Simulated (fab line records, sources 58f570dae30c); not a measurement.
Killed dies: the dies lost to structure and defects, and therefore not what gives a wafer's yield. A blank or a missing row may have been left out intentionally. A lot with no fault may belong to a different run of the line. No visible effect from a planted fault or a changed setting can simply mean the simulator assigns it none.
Problem report in the 8D (eight disciplines) form, filled by code | flow berkeleyCmos170 | the parts of the form that need people (team, actions taken, sign-off) are left out

== 1. THE PROBLEM ==
Mean of oesProductAu at UCB170_M2_STRIP_19: 0.727 a.u. across 6 wafers in 2 lots; on wafers with no fault it is 0.540 a.u. (standard deviation 0.01). Relative to the usual mean, that is a shift of +19 standard deviations.
The step: strips in O2.
First seen on wafer L491.2, day 10 06:15, on plasmaAsher-01. The record has a number at this step for 42 wafers belonging to 14 lots. Rule for "out" (also "out of limits"): further than 4 standard deviations from the usual mean. All remaining wafers that have a number are taken as sound.

== 2. WHAT IT IS; WHAT IT IS NOT ==
question                    | is                             | is not
which readings at this step | oesProductAu                   | drypumpMotorCurrentA
which lots                  | L491, L494                     | L480, L481, L483, L485, L486, L496, L498, L499, L500, L501, L502, L503
which wafers of those lots  | all that have a number         | -
read on which tools         | plasmaAsher-01, plasmaAsher-02 | plasmaAsher-03
when                        | from day 10 06:15              | up to then (15 sound wafers); but 21 sound wafers of L496, L498, L499, L500, L501, L502, L503 came after

== 3. WHAT RULES OUT EACH SUSPECT ==
Counting: a tool stays on the suspect list if, at a process step up to the reading, it processed all lots that are out and no sound lot following the first of them.
- rieMetal-02 at UCB170_M2_METAL_ETCH_18 (etches Al in Cl2/BCl3, stops on SiO2, target depth 1170 nm, time 195 s): ruled out as a lasting fault. The sound lots L496, L501, L503 went through it after L491, its earliest lot that is out (day 10 06:04).
Left after counting: nothing in the record.

== 4. THE CAUSE (what the simulator had put in) ==
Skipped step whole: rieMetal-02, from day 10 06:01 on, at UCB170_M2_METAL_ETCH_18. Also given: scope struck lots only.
The count ruled it out by mistake, since the rule takes a fault to strike every lot its tool runs from the start of the fault on, and this one did not do so.

== 5. THE CHAIN OF EFFECTS, in route order ==
One row per reading whose mean, taken over the struck wafers that have a number, lies over 3 standard deviations from the usual. Readings are gone through only where the record gives a usual standard deviation; hours: the median, over the lots, of the time from a lot's start at the first step in this table giving one to that lot's start at this step; sigmas: the change measured in usual standard deviations.
hours | step               | reading      | usual      | on struck wafers | change | sigmas
0     | UCB170_M2_STRIP_19 | oesProductAu | 0.540 a.u. | 0.727            | +0.187 | +19
Process steps it contains:
- UCB170_M2_STRIP_19: strips in O2.
Readings that are blank on the struck wafers while sound wafers have them: bcl3FlowSccm at UCB170_M2_METAL_ETCH_18; biasW at UCB170_M2_METAL_ETCH_18; drypumpMotorCurrentA at UCB170_M2_METAL_ETCH_18; oesProductAu at UCB170_M2_METAL_ETCH_18; throttleValvePct at UCB170_M2_METAL_ETCH_18; cdNm at UCB170_M2_CD_MEAS_90.

== 6. HOW IT WOULD HAVE BEEN CAUGHT EARLIER ==
First out-of-limits reading in this record: day 10 06:15, which is 0 hours after fault onset at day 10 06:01.
At UCB170_M2_METAL_ETCH_18 the tool's readings are blank on the struck wafers, where sound wafers have them: an empty tool record is the first sign, and it was there at once.
